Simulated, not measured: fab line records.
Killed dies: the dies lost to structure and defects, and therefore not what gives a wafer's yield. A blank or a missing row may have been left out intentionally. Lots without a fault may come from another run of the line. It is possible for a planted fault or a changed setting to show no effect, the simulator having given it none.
fab line records || flow berkeley-cmos170 || part 2 of 2: steps 26 to 35 of 35
record: {"lots": 5, "wafers": 15, "last-day": 10}
route steps=331 shown PSD@180 NSD@187 BACKSIDE@199 SDANNEAL@204 PLDD@208 NLDD@209 SILICIDE@210
lots with no fault: from the same line, run without faults
start-h: start of the lot's first displayed wafer, in hours after the record's first day || wait-h: hours elapsed since this lot's preceding step || " unchanged from the row above || L1.1+2: a single row standing in for several wafers || - no value, or no start given || * or withheld: withheld || < > ~ a bound
route shown NAME@n: names a module that has steps shown in the file, with the first one's number in the route || usual: mean and standard deviation over wafers with no fault || same: alike in all rows || chamber/n: place in a boat || sites: each site's reading || _std_site: standard deviation across them || _edge_site: inner sites' mean taken away from outer sites' mean || radius-mm: how far each site lies from the wafer's centre || mask NAME#n: copy n || behind: the last tool/chamber to shape the wafer || hold: reason for holding the lot/hours on hold/outcome of the hold || device: transistor that didn't switch, given as n, p or np || end of line: at the end of the route, the tests of the same wafers || for a step that has no rows: nothing shown but its recipe || killed: dies lost to structure and defects at the first sort, not the wafer's yield || map: a wafer's dies, x killed, . not, _ none there
set.NAME: setting as actually run; set.NAME@STEP: the setting as run at that earlier step || model.NAME: the simulator's own value behind a step, which no gauge read
lots at selected steps of the route; one table per step, one row per wafer
services: from which hour (start-h, from the record's first day; less than 0 if before it) a tool's chamber was out of use, for how many hours, and why
== steps ==
step: UCB170_SDANNEAL_RTA_01
recipe: {"temp-c": 1050, "time-s": 5, "ambient": "N2"}
usual: {"anneal-temp-c-max": "1056.1/1.2", "lamp-power-pct": "37.5/2.7", "wafer_temp_C_max": "1054.7/1"}
{"lot.wafer": "L077.1", "tool": "rtp-anneal-02", "chamber": 0, "start-h": 148.58, "wait-h": 0.1, "anneal-temp-c-max": 1056.2, "lamp-power-pct": 34.6, "wafer_temp_C_max": 1055.7}
{"lot.wafer": "L077.2", "tool": "rtp-anneal-02", "chamber": 0, "start-h": 148.58, "wait-h": 0.1, "anneal-temp-c-max": 1055.8, "lamp-power-pct": 34.6, "wafer_temp_C_max": 1054.3}
{"lot.wafer": "L077.6", "tool": "rtp-anneal-02", "chamber": 0, "start-h": 148.58, "wait-h": 0.1, "anneal-temp-c-max": 1057.0, "lamp-power-pct": 34.6, "wafer_temp_C_max": 1054.0}
{"lot.wafer": "L081.1", "tool": "rtp-anneal-01", "chamber": 0, "start-h": 167.24, "wait-h": 0.1, "anneal-temp-c-max": 1054.6, "lamp-power-pct": 39.9, "wafer_temp_C_max": 1056.1}
{"lot.wafer": "L081.2", "tool": "rtp-anneal-01", "chamber": 0, "start-h": 167.24, "wait-h": 0.1, "anneal-temp-c-max": 1055.4, "lamp-power-pct": 39.9, "wafer_temp_C_max": 1055.2}
{"lot.wafer": "L081.4", "tool": "rtp-anneal-01", "chamber": 0, "start-h": 167.24, "wait-h": 0.1, "anneal-temp-c-max": 1056.0, "lamp-power-pct": 39.9, "wafer_temp_C_max": 1054.6}
{"lot.wafer": "L084.1", "tool": "rtp-anneal-01", "chamber": 0, "start-h": 177.87, "wait-h": 0.1, "anneal-temp-c-max": 1058.0, "lamp-power-pct": 39.9, "wafer_temp_C_max": 1055.5}
{"lot.wafer": "L084.2", "tool": "rtp-anneal-01", "chamber": 0, "start-h": 177.87, "wait-h": 0.1, "anneal-temp-c-max": 1054.7, "lamp-power-pct": 39.9, "wafer_temp_C_max": 1054.8}
{"lot.wafer": "L084.6", "tool": "rtp-anneal-01", "chamber": 0, "start-h": 177.87, "wait-h": 0.1, "anneal-temp-c-max": 1055.3, "lamp-power-pct": 39.9, "wafer_temp_C_max": 1055.9}
{"lot.wafer": "L089.1", "tool": "rtp-anneal-01", "chamber": 0, "start-h": 209.33, "wait-h": 0.1, "anneal-temp-c-max": 1056.1, "lamp-power-pct": 39.9, "wafer_temp_C_max": 1053.2}
{"lot.wafer": "L089.2", "tool": "rtp-anneal-01", "chamber": 0, "start-h": 209.33, "wait-h": 0.1, "anneal-temp-c-max": 1055.6, "lamp-power-pct": 40.0, "wafer_temp_C_max": 1053.8}
{"lot.wafer": "L089.4", "tool": "rtp-anneal-01", "chamber": 0, "start-h": 209.33, "wait-h": 0.1, "anneal-temp-c-max": 1055.5, "lamp-power-pct": 40.0, "wafer_temp_C_max": 1055.4}
{"lot.wafer": "L094.1", "tool": "rtp-anneal-02", "chamber": 0, "start-h": 221.20, "wait-h": 0.1, "anneal-temp-c-max": 1054.4, "lamp-power-pct": 34.6, "wafer_temp_C_max": 1053.9}
{"lot.wafer": "L094.2", "tool": "rtp-anneal-02", "chamber": 0, "start-h": 221.20, "wait-h": 0.1, "anneal-temp-c-max": 1056.1, "lamp-power-pct": 34.6, "wafer_temp_C_max": 1054.5}
{"lot.wafer": "L094.3", "tool": "rtp-anneal-02", "chamber": 0, "start-h": 221.20, "wait-h": 0.1, "anneal-temp-c-max": 1055.4, "lamp-power-pct": 34.6, "wafer_temp_C_max": 1055.1}
step: UCB170_SDANNEAL_RS_MEAS_02
recipe: {"thk-meas-gauge": "four-point-probe"}
usual: {"PSD_RS": "75.7/0.31"}
{"lot.wafer": "L077.1", "tool": "film-metro-03", "chamber": "-", "start-h": 148.63, "wait-h": 0.0, "PSD_RS[ohm/sq]": 75.3}
{"lot.wafer": "L077.2", "tool": "film-metro-03", "chamber": "-", "start-h": 148.63, "wait-h": 0.0, "PSD_RS[ohm/sq]": 75.2}
{"lot.wafer": "L077.6", "tool": "film-metro-03", "chamber": "-", "start-h": 148.63, "wait-h": 0.0, "PSD_RS[ohm/sq]": 75.4}
{"lot.wafer": "L081.1", "tool": "film-metro-01", "chamber": "-", "start-h": 167.30, "wait-h": 0.0, "PSD_RS[ohm/sq]": 75.5}
{"lot.wafer": "L081.2", "tool": "film-metro-01", "chamber": "-", "start-h": 167.30, "wait-h": 0.0, "PSD_RS[ohm/sq]": 75.5}
{"lot.wafer": "L081.4", "tool": "film-metro-01", "chamber": "-", "start-h": 167.30, "wait-h": 0.0, "PSD_RS[ohm/sq]": 75.6}
{"lot.wafer": "L084.1", "tool": "film-metro-02", "chamber": "-", "start-h": 177.93, "wait-h": 0.0, "PSD_RS[ohm/sq]": 75.8}
{"lot.wafer": "L084.2", "tool": "film-metro-02", "chamber": "-", "start-h": 177.93, "wait-h": 0.0, "PSD_RS[ohm/sq]": 75.6}
{"lot.wafer": "L084.6", "tool": "film-metro-02", "chamber": "-", "start-h": 177.93, "wait-h": 0.0, "PSD_RS[ohm/sq]": 75.7}
{"lot.wafer": "L089.1", "tool": "film-metro-02", "chamber": "-", "start-h": 209.38, "wait-h": 0.0, "PSD_RS[ohm/sq]": 75.5}
{"lot.wafer": "L089.2", "tool": "film-metro-02", "chamber": "-", "start-h": 209.38, "wait-h": 0.0, "PSD_RS[ohm/sq]": 75.5}
{"lot.wafer": "L089.4", "tool": "film-metro-02", "chamber": "-", "start-h": 209.38, "wait-h": 0.0, "PSD_RS[ohm/sq]": 75.4}
{"lot.wafer": "L094.1", "tool": "film-metro-03", "chamber": "-", "start-h": 221.25, "wait-h": 0.0, "PSD_RS[ohm/sq]": 75.3}
{"lot.wafer": "L094.2", "tool": "film-metro-03", "chamber": "-", "start-h": 221.25, "wait-h": 0.0, "PSD_RS[ohm/sq]": 75.4}
{"lot.wafer": "L094.3", "tool": "film-metro-03", "chamber": "-", "start-h": 221.25, "wait-h": 0.0, "PSD_RS[ohm/sq]": 75.4}
step: UCB170_SDANNEAL_RS_MEAS_03
recipe: {"thk-meas-gauge": "four-point-probe"}
usual: {"NSD_RS": "37.30/0.098"}
{"lot.wafer": "L077.1", "tool": "film-metro-03", "chamber": "-", "start-h": 148.75, "wait-h": 0.1, "NSD_RS[ohm/sq]": 37.23}
{"lot.wafer": "L077.2", "tool": "film-metro-03", "chamber": "-", "start-h": 148.75, "wait-h": 0.1, "NSD_RS[ohm/sq]": 37.31}
{"lot.wafer": "L077.6", "tool": "film-metro-03", "chamber": "-", "start-h": 148.75, "wait-h": 0.1, "NSD_RS[ohm/sq]": 37.26}
{"lot.wafer": "L081.1", "tool": "film-metro-01", "chamber": "-", "start-h": 167.42, "wait-h": 0.1, "NSD_RS[ohm/sq]": 37.34}
{"lot.wafer": "L081.2", "tool": "film-metro-01", "chamber": "-", "start-h": 167.42, "wait-h": 0.1, "NSD_RS[ohm/sq]": 37.23}
{"lot.wafer": "L081.4", "tool": "film-metro-01", "chamber": "-", "start-h": 167.42, "wait-h": 0.1, "NSD_RS[ohm/sq]": 37.30}
{"lot.wafer": "L084.1", "tool": "film-metro-02", "chamber": "-", "start-h": 178.05, "wait-h": 0.1, "NSD_RS[ohm/sq]": 37.34}
{"lot.wafer": "L084.2", "tool": "film-metro-02", "chamber": "-", "start-h": 178.05, "wait-h": 0.1, "NSD_RS[ohm/sq]": 37.36}
{"lot.wafer": "L084.6", "tool": "film-metro-02", "chamber": "-", "start-h": 178.05, "wait-h": 0.1, "NSD_RS[ohm/sq]": 37.42}
{"lot.wafer": "L089.1", "tool": "film-metro-02", "chamber": "-", "start-h": 209.50, "wait-h": 0.1, "NSD_RS[ohm/sq]": 37.31}
{"lot.wafer": "L089.2", "tool": "film-metro-02", "chamber": "-", "start-h": 209.50, "wait-h": 0.1, "NSD_RS[ohm/sq]": 37.37}
{"lot.wafer": "L089.4", "tool": "film-metro-02", "chamber": "-", "start-h": 209.50, "wait-h": 0.1, "NSD_RS[ohm/sq]": 37.32}
{"lot.wafer": "L094.1", "tool": "film-metro-03", "chamber": "-", "start-h": 221.37, "wait-h": 0.1, "NSD_RS[ohm/sq]": 37.26}
{"lot.wafer": "L094.2", "tool": "film-metro-03", "chamber": "-", "start-h": 221.37, "wait-h": 0.1, "NSD_RS[ohm/sq]": 37.32}
{"lot.wafer": "L094.3", "tool": "film-metro-03", "chamber": "-", "start-h": 221.37, "wait-h": 0.1, "NSD_RS[ohm/sq]": 37.18}
step: UCB170_SDANNEAL_RS_MEAS_04
recipe: {"thk-meas-gauge": "four-point-probe"}
usual: {"PLDD_RS": "1032/3.3"}
{"lot.wafer": "L077.1", "tool": "film-metro-03", "chamber": "-", "start-h": 148.87, "wait-h": 0.1, "PLDD_RS[ohm/sq]": 1029}
{"lot.wafer": "L077.2", "tool": "film-metro-03", "chamber": "-", "start-h": 148.87, "wait-h": 0.1, "PLDD_RS[ohm/sq]": 1031}
{"lot.wafer": "L077.6", "tool": "film-metro-03", "chamber": "-", "start-h": 148.87, "wait-h": 0.1, "PLDD_RS[ohm/sq]": 1026}
{"lot.wafer": "L081.1", "tool": "film-metro-01", "chamber": "-", "start-h": 167.54, "wait-h": 0.1, "PLDD_RS[ohm/sq]": 1033}
{"lot.wafer": "L081.2", "tool": "film-metro-01", "chamber": "-", "start-h": 167.54, "wait-h": 0.1, "PLDD_RS[ohm/sq]": 1030}
{"lot.wafer": "L081.4", "tool": "film-metro-01", "chamber": "-", "start-h": 167.54, "wait-h": 0.1, "PLDD_RS[ohm/sq]": 1030}
{"lot.wafer": "L084.1", "tool": "film-metro-02", "chamber": "-", "start-h": 178.17, "wait-h": 0.1, "PLDD_RS[ohm/sq]": 1031}
{"lot.wafer": "L084.2", "tool": "film-metro-02", "chamber": "-", "start-h": 178.17, "wait-h": 0.1, "PLDD_RS[ohm/sq]": 1030}
{"lot.wafer": "L084.6", "tool": "film-metro-02", "chamber": "-", "start-h": 178.17, "wait-h": 0.1, "PLDD_RS[ohm/sq]": 1030}
{"lot.wafer": "L089.1", "tool": "film-metro-02", "chamber": "-", "start-h": 209.62, "wait-h": 0.1, "PLDD_RS[ohm/sq]": 1039}
{"lot.wafer": "L089.2", "tool": "film-metro-02", "chamber": "-", "start-h": 209.62, "wait-h": 0.1, "PLDD_RS[ohm/sq]": 1036}
{"lot.wafer": "L089.4", "tool": "film-metro-02", "chamber": "-", "start-h": 209.62, "wait-h": 0.1, "PLDD_RS[ohm/sq]": 1039}
{"lot.wafer": "L094.1", "tool": "film-metro-03", "chamber": "-", "start-h": 221.49, "wait-h": 0.1, "PLDD_RS[ohm/sq]": 1027}
{"lot.wafer": "L094.2", "tool": "film-metro-03", "chamber": "-", "start-h": 221.49, "wait-h": 0.1, "PLDD_RS[ohm/sq]": 1027}
{"lot.wafer": "L094.3", "tool": "film-metro-03", "chamber": "-", "start-h": 221.49, "wait-h": 0.1, "PLDD_RS[ohm/sq]": 1031}
step: UCB170_SDANNEAL_RS_MEAS_05
recipe: {"thk-meas-gauge": "four-point-probe"}
usual: {"NLDD_RS": "616.5/1.5"}
{"lot.wafer": "L077.1", "tool": "film-metro-03", "chamber": "-", "start-h": 148.99, "wait-h": 0.1, "NLDD_RS[ohm/sq]": 614.3}
{"lot.wafer": "L077.2", "tool": "film-metro-03", "chamber": "-", "start-h": 148.99, "wait-h": 0.1, "NLDD_RS[ohm/sq]": 616.8}
{"lot.wafer": "L077.6", "tool": "film-metro-03", "chamber": "-", "start-h": 148.99, "wait-h": 0.1, "NLDD_RS[ohm/sq]": 615.7}
{"lot.wafer": "L081.1", "tool": "film-metro-01", "chamber": "-", "start-h": 167.66, "wait-h": 0.1, "NLDD_RS[ohm/sq]": 615.1}
{"lot.wafer": "L081.2", "tool": "film-metro-01", "chamber": "-", "start-h": 167.66, "wait-h": 0.1, "NLDD_RS[ohm/sq]": 616.0}
{"lot.wafer": "L081.4", "tool": "film-metro-01", "chamber": "-", "start-h": 167.66, "wait-h": 0.1, "NLDD_RS[ohm/sq]": 615.7}
{"lot.wafer": "L084.1", "tool": "film-metro-02", "chamber": "-", "start-h": 178.29, "wait-h": 0.1, "NLDD_RS[ohm/sq]": 618.3}
{"lot.wafer": "L084.2", "tool": "film-metro-02", "chamber": "-", "start-h": 178.29, "wait-h": 0.1, "NLDD_RS[ohm/sq]": 619.7}
{"lot.wafer": "L084.6", "tool": "film-metro-02", "chamber": "-", "start-h": 178.29, "wait-h": 0.1, "NLDD_RS[ohm/sq]": 618.8}
{"lot.wafer": "L089.1", "tool": "film-metro-02", "chamber": "-", "start-h": 209.74, "wait-h": 0.1, "NLDD_RS[ohm/sq]": 617.5}
{"lot.wafer": "L089.2", "tool": "film-metro-02", "chamber": "-", "start-h": 209.74, "wait-h": 0.1, "NLDD_RS[ohm/sq]": 616.9}
{"lot.wafer": "L089.4", "tool": "film-metro-02", "chamber": "-", "start-h": 209.74, "wait-h": 0.1, "NLDD_RS[ohm/sq]": 616.4}
{"lot.wafer": "L094.1", "tool": "film-metro-03", "chamber": "-", "start-h": 221.61, "wait-h": 0.1, "NLDD_RS[ohm/sq]": 615.0}
{"lot.wafer": "L094.2", "tool": "film-metro-03", "chamber": "-", "start-h": 221.61, "wait-h": 0.1, "NLDD_RS[ohm/sq]": 613.8}
{"lot.wafer": "L094.3", "tool": "film-metro-03", "chamber": "-", "start-h": 221.61, "wait-h": 0.1, "NLDD_RS[ohm/sq]": 616.6}
step: UCB170_SILICIDE_PRE_CLEAN_00
recipe: {"gas": "Ar", "preclean-etch-time-s": 60}
{"lot.wafer": "L077.1+2+6", "tool": "pvd-sputter-04", "chamber": "-", "start-h": 149.11, "wait-h": 0.1}
{"lot.wafer": "L081.1+2+4", "tool": "pvd-sputter-04", "chamber": "-", "start-h": 167.78, "wait-h": 0.1}
{"lot.wafer": "L084.1+2+6", "tool": "pvd-sputter-01", "chamber": "-", "start-h": 178.41, "wait-h": 0.1}
{"lot.wafer": "L089.1+2+4", "tool": "pvd-sputter-01", "chamber": "-", "start-h": 209.86, "wait-h": 0.1}
{"lot.wafer": "L094.1+2+3", "tool": "pvd-sputter-01", "chamber": "-", "start-h": 221.73, "wait-h": 0.1}
step: UCB170_SILICIDE_SPUTTER_01
recipe: {"material": "Ti", "target-thk-nm": 30, "time-s": 25, "power-w": 1500, "chamber-pressure-pa": 0.5}
usual: {"throttle-valve-pct": "30.2/1.1"}
{"lot.wafer": "L077.1", "tool": "pvd-sputter-04", "chamber": "-", "start-h": 149.18, "wait-h": 0.0, "throttle-valve-pct": 29.8}
{"lot.wafer": "L077.2", "tool": "pvd-sputter-04", "chamber": "-", "start-h": 149.18, "wait-h": 0.0, "throttle-valve-pct": 30.0}
{"lot.wafer": "L077.6", "tool": "pvd-sputter-04", "chamber": "-", "start-h": 149.18, "wait-h": 0.0, "throttle-valve-pct": 29.8}
{"lot.wafer": "L081.1", "tool": "pvd-sputter-04", "chamber": "-", "start-h": 167.84, "wait-h": 0.0, "throttle-valve-pct": 29.0}
{"lot.wafer": "L081.2", "tool": "pvd-sputter-04", "chamber": "-", "start-h": 167.84, "wait-h": 0.0, "throttle-valve-pct": 30.6}
{"lot.wafer": "L081.4", "tool": "pvd-sputter-04", "chamber": "-", "start-h": 167.84, "wait-h": 0.0, "throttle-valve-pct": 29.8}
{"lot.wafer": "L084.1", "tool": "pvd-sputter-01", "chamber": "-", "start-h": 178.47, "wait-h": 0.0, "throttle-valve-pct": 29.6}
{"lot.wafer": "L084.2", "tool": "pvd-sputter-01", "chamber": "-", "start-h": 178.47, "wait-h": 0.0, "throttle-valve-pct": 32.7}
{"lot.wafer": "L084.6", "tool": "pvd-sputter-01", "chamber": "-", "start-h": 178.47, "wait-h": 0.0, "throttle-valve-pct": 32.8}
{"lot.wafer": "L089.1", "tool": "pvd-sputter-01", "chamber": "-", "start-h": 209.93, "wait-h": 0.0, "throttle-valve-pct": 29.5}
{"lot.wafer": "L089.2", "tool": "pvd-sputter-01", "chamber": "-", "start-h": 209.93, "wait-h": 0.0, "throttle-valve-pct": 30.3}
{"lot.wafer": "L089.4", "tool": "pvd-sputter-01", "chamber": "-", "start-h": 209.93, "wait-h": 0.0, "throttle-valve-pct": 29.8}
{"lot.wafer": "L094.1", "tool": "pvd-sputter-01", "chamber": "-", "start-h": 221.80, "wait-h": 0.0, "throttle-valve-pct": 29.5}
{"lot.wafer": "L094.2", "tool": "pvd-sputter-01", "chamber": "-", "start-h": 221.80, "wait-h": 0.0, "throttle-valve-pct": 32.6}
{"lot.wafer": "L094.3", "tool": "pvd-sputter-01", "chamber": "-", "start-h": 221.80, "wait-h": 0.0, "throttle-valve-pct": 30.4}
step: UCB170_SILICIDE_RS_MEAS_02
recipe: {"thk-meas-gauge": "four-point-probe", "reads": "Ti_of_SILICIDE_SPUTTER_01"}
usual: {"SILICIDE_TI_RS": "26.2/0.39"}
{"lot.wafer": "L077.1", "tool": "film-metro-01", "chamber": "-", "start-h": 149.21, "wait-h": 0.0, "SILICIDE_TI_RS[ohm/sq]": 27.0}
{"lot.wafer": "L077.2", "tool": "film-metro-01", "chamber": "-", "start-h": 149.21, "wait-h": 0.0, "SILICIDE_TI_RS[ohm/sq]": 26.4}
{"lot.wafer": "L077.6", "tool": "film-metro-01", "chamber": "-", "start-h": 149.21, "wait-h": 0.0, "SILICIDE_TI_RS[ohm/sq]": 26.2}
{"lot.wafer": "L081.1", "tool": "film-metro-01", "chamber": "-", "start-h": 167.87, "wait-h": 0.0, "SILICIDE_TI_RS[ohm/sq]": 26.1}
{"lot.wafer": "L081.2", "tool": "film-metro-01", "chamber": "-", "start-h": 167.87, "wait-h": 0.0, "SILICIDE_TI_RS[ohm/sq]": 25.8}
{"lot.wafer": "L081.4", "tool": "film-metro-01", "chamber": "-", "start-h": 167.87, "wait-h": 0.0, "SILICIDE_TI_RS[ohm/sq]": 26.4}
{"lot.wafer": "L084.1", "tool": "film-metro-04", "chamber": "-", "start-h": 178.51, "wait-h": 0.0, "SILICIDE_TI_RS[ohm/sq]": 25.7}
{"lot.wafer": "L084.2", "tool": "film-metro-04", "chamber": "-", "start-h": 178.51, "wait-h": 0.0, "SILICIDE_TI_RS[ohm/sq]": 26.3}
{"lot.wafer": "L084.6", "tool": "film-metro-04", "chamber": "-", "start-h": 178.51, "wait-h": 0.0, "SILICIDE_TI_RS[ohm/sq]": 26.2}
{"lot.wafer": "L089.1", "tool": "film-metro-04", "chamber": "-", "start-h": 209.96, "wait-h": 0.0, "SILICIDE_TI_RS[ohm/sq]": 26.2}
{"lot.wafer": "L089.2", "tool": "film-metro-04", "chamber": "-", "start-h": 209.96, "wait-h": 0.0, "SILICIDE_TI_RS[ohm/sq]": 26.6}
{"lot.wafer": "L089.4", "tool": "film-metro-04", "chamber": "-", "start-h": 209.96, "wait-h": 0.0, "SILICIDE_TI_RS[ohm/sq]": 26.8}
{"lot.wafer": "L094.1", "tool": "film-metro-01", "chamber": "-", "start-h": 221.83, "wait-h": 0.0, "SILICIDE_TI_RS[ohm/sq]": 26.5}
{"lot.wafer": "L094.2", "tool": "film-metro-01", "chamber": "-", "start-h": 221.83, "wait-h": 0.0, "SILICIDE_TI_RS[ohm/sq]": 26.4}
{"lot.wafer": "L094.3", "tool": "film-metro-01", "chamber": "-", "start-h": 221.83, "wait-h": 0.0, "SILICIDE_TI_RS[ohm/sq]": 26.3}
step: UCB170_SILICIDE_THK_MEAS_03
recipe: {"thk-meas-gauge": "xrf", "reads": "Ti_of_SILICIDE_SPUTTER_01"}
usual: {"SILICIDE_TI_THK": "30.3/0.4"}
{"lot.wafer": "L077.1", "tool": "film-metro-01", "chamber": "-", "start-h": 149.33, "wait-h": 0.1, "SILICIDE_TI_THK[nm]": 29.4}
{"lot.wafer": "L077.2", "tool": "film-metro-01", "chamber": "-", "start-h": 149.33, "wait-h": 0.1, "SILICIDE_TI_THK[nm]": 29.9}
{"lot.wafer": "L077.6", "tool": "film-metro-01", "chamber": "-", "start-h": 149.33, "wait-h": 0.1, "SILICIDE_TI_THK[nm]": 30.1}
{"lot.wafer": "L081.1", "tool": "film-metro-01", "chamber": "-", "start-h": 167.99, "wait-h": 0.1, "SILICIDE_TI_THK[nm]": 30.6}
{"lot.wafer": "L081.2", "tool": "film-metro-01", "chamber": "-", "start-h": 167.99, "wait-h": 0.1, "SILICIDE_TI_THK[nm]": 30.8}
{"lot.wafer": "L081.4", "tool": "film-metro-01", "chamber": "-", "start-h": 167.99, "wait-h": 0.1, "SILICIDE_TI_THK[nm]": 30.2}
{"lot.wafer": "L084.1", "tool": "film-metro-04", "chamber": "-", "start-h": 178.63, "wait-h": 0.1, "SILICIDE_TI_THK[nm]": 30.6}
{"lot.wafer": "L084.2", "tool": "film-metro-04", "chamber": "-", "start-h": 178.63, "wait-h": 0.1, "SILICIDE_TI_THK[nm]": 30.0}
{"lot.wafer": "L084.6", "tool": "film-metro-04", "chamber": "-", "start-h": 178.63, "wait-h": 0.1, "SILICIDE_TI_THK[nm]": 30.0}
{"lot.wafer": "L089.1", "tool": "film-metro-04", "chamber": "-", "start-h": 210.08, "wait-h": 0.1, "SILICIDE_TI_THK[nm]": 30.1}
{"lot.wafer": "L089.2", "tool": "film-metro-04", "chamber": "-", "start-h": 210.08, "wait-h": 0.1, "SILICIDE_TI_THK[nm]": 29.9}
{"lot.wafer": "L089.4", "tool": "film-metro-04", "chamber": "-", "start-h": 210.08, "wait-h": 0.1, "SILICIDE_TI_THK[nm]": 29.7}
{"lot.wafer": "L094.1", "tool": "film-metro-01", "chamber": "-", "start-h": 221.95, "wait-h": 0.1, "SILICIDE_TI_THK[nm]": 29.7}
{"lot.wafer": "L094.2", "tool": "film-metro-01", "chamber": "-", "start-h": 221.95, "wait-h": 0.1, "SILICIDE_TI_THK[nm]": 30.1}
{"lot.wafer": "L094.3", "tool": "film-metro-01", "chamber": "-", "start-h": 221.95, "wait-h": 0.1, "SILICIDE_TI_THK[nm]": 29.9}
step: UCB170_SILICIDE_RTA_04
recipe: {"temp-c": 650, "time-s": 15, "ambient": "N2"}
usual: {"anneal-temp-c-max": "653.9/0.7", "lamp-power-pct": "10.5/0.72", "wafer_temp_C_max": "652.9/0.64"}
{"lot.wafer": "L077.1", "tool": "rtp-anneal-02", "chamber": 0, "start-h": 149.39, "wait-h": 0.1, "anneal-temp-c-max": 653.0, "lamp-power-pct": 9.6, "wafer_temp_C_max": 652.2}
{"lot.wafer": "L077.2", "tool": "rtp-anneal-02", "chamber": 0, "start-h": 149.39, "wait-h": 0.1, "anneal-temp-c-max": 652.8, "lamp-power-pct": 9.6, "wafer_temp_C_max": 652.7}
{"lot.wafer": "L077.6", "tool": "rtp-anneal-02", "chamber": 0, "start-h": 149.39, "wait-h": 0.1, "anneal-temp-c-max": 653.0, "lamp-power-pct": 9.6, "wafer_temp_C_max": 652.4}
{"lot.wafer": "L081.1", "tool": "rtp-anneal-01", "chamber": 0, "start-h": 168.05, "wait-h": 0.1, "anneal-temp-c-max": 654.7, "lamp-power-pct": 11.1, "wafer_temp_C_max": 652.6}
{"lot.wafer": "L081.2", "tool": "rtp-anneal-01", "chamber": 0, "start-h": 168.05, "wait-h": 0.1, "anneal-temp-c-max": 654.2, "lamp-power-pct": 11.1, "wafer_temp_C_max": 652.8}
{"lot.wafer": "L081.4", "tool": "rtp-anneal-01", "chamber": 0, "start-h": 168.05, "wait-h": 0.1, "anneal-temp-c-max": 653.6, "lamp-power-pct": 11.1, "wafer_temp_C_max": 652.9}
{"lot.wafer": "L084.1", "tool": "rtp-anneal-01", "chamber": 0, "start-h": 178.69, "wait-h": 0.1, "anneal-temp-c-max": 654.0, "lamp-power-pct": 11.1, "wafer_temp_C_max": 652.8}
{"lot.wafer": "L084.2", "tool": "rtp-anneal-01", "chamber": 0, "start-h": 178.69, "wait-h": 0.1, "anneal-temp-c-max": 654.6, "lamp-power-pct": 11.1, "wafer_temp_C_max": 653.3}
{"lot.wafer": "L084.6", "tool": "rtp-anneal-01", "chamber": 0, "start-h": 178.69, "wait-h": 0.1, "anneal-temp-c-max": 653.9, "lamp-power-pct": 11.1, "wafer_temp_C_max": 653.9}
{"lot.wafer": "L089.1", "tool": "rtp-anneal-01", "chamber": 0, "start-h": 210.14, "wait-h": 0.1, "anneal-temp-c-max": 654.4, "lamp-power-pct": 11.1, "wafer_temp_C_max": 653.9}
{"lot.wafer": "L089.2", "tool": "rtp-anneal-01", "chamber": 0, "start-h": 210.14, "wait-h": 0.1, "anneal-temp-c-max": 653.5, "lamp-power-pct": 11.1, "wafer_temp_C_max": 654.7}
{"lot.wafer": "L089.4", "tool": "rtp-anneal-01", "chamber": 0, "start-h": 210.14, "wait-h": 0.1, "anneal-temp-c-max": 653.7, "lamp-power-pct": 11.1, "wafer_temp_C_max": 653.6}
{"lot.wafer": "L094.1", "tool": "rtp-anneal-01", "chamber": 0, "start-h": 222.01, "wait-h": 0.1, "anneal-temp-c-max": 653.0, "lamp-power-pct": 11.1, "wafer_temp_C_max": 653.1}
{"lot.wafer": "L094.2", "tool": "rtp-anneal-01", "chamber": 0, "start-h": 222.01, "wait-h": 0.1, "anneal-temp-c-max": 654.1, "lamp-power-pct": 11.1, "wafer_temp_C_max": 653.2}
{"lot.wafer": "L094.3", "tool": "rtp-anneal-01", "chamber": 0, "start-h": 222.01, "wait-h": 0.1, "anneal-temp-c-max": 654.3, "lamp-power-pct": 11.1, "wafer_temp_C_max": 653.0}
== services ==
{"tool": "pvd-sputter-01", "chamber": "-", "start-h": 122.56, "hours": 2.6, "kind": "repair"}
{"tool": "implanter-01", "chamber": "-", "start-h": 127.94, "hours": 1.4, "kind": "repair"}
{"tool": "krf-scanner-01", "chamber": "-", "start-h": 129.60, "hours": 1.6, "kind": "repair"}
{"tool": "pvd-sputter-04", "chamber": "-", "start-h": 131.73, "hours": 1.2, "kind": "repair"}
{"tool": "krf-scanner-02", "chamber": "-", "start-h": 141.81, "hours": 0.8, "kind": "pm"}
{"tool": "implanter-03", "chamber": "-", "start-h": 147.51, "hours": 4.6, "kind": "pm"}
{"tool": "krf-scanner-02", "chamber": "-", "start-h": 169.03, "hours": 3.6, "kind": "pm"}
{"tool": "krf-scanner-02", "chamber": "-", "start-h": 173.44, "hours": 0.6, "kind": "repair"}
{"tool": "krf-scanner-01", "chamber": "-", "start-h": 177.07, "hours": 1.0, "kind": "pm"}
{"tool": "pvd-sputter-04", "chamber": "-", "start-h": 181.30, "hours": 8.3, "kind": "repair"}
{"tool": "implanter-02", "chamber": "-", "start-h": 186.32, "hours": 0.7, "kind": "repair"}
{"tool": "implanter-03", "chamber": "-", "start-h": 192.75, "hours": 3.1, "kind": "repair"}
{"tool": "krf-scanner-02", "chamber": "-", "start-h": 194.81, "hours": 1.3, "kind": "pm"}
{"tool": "rtp-anneal-02", "chamber": "-", "start-h": 208.80, "hours": 2.1, "kind": "pm"}
{"tool": "plasma-asher-01", "chamber": "-", "start-h": 211.22, "hours": 0.7, "kind": "repair"}
{"tool": "plasma-asher-02", "chamber": "-", "start-h": 215.74, "hours": 5.9, "kind": "repair"}
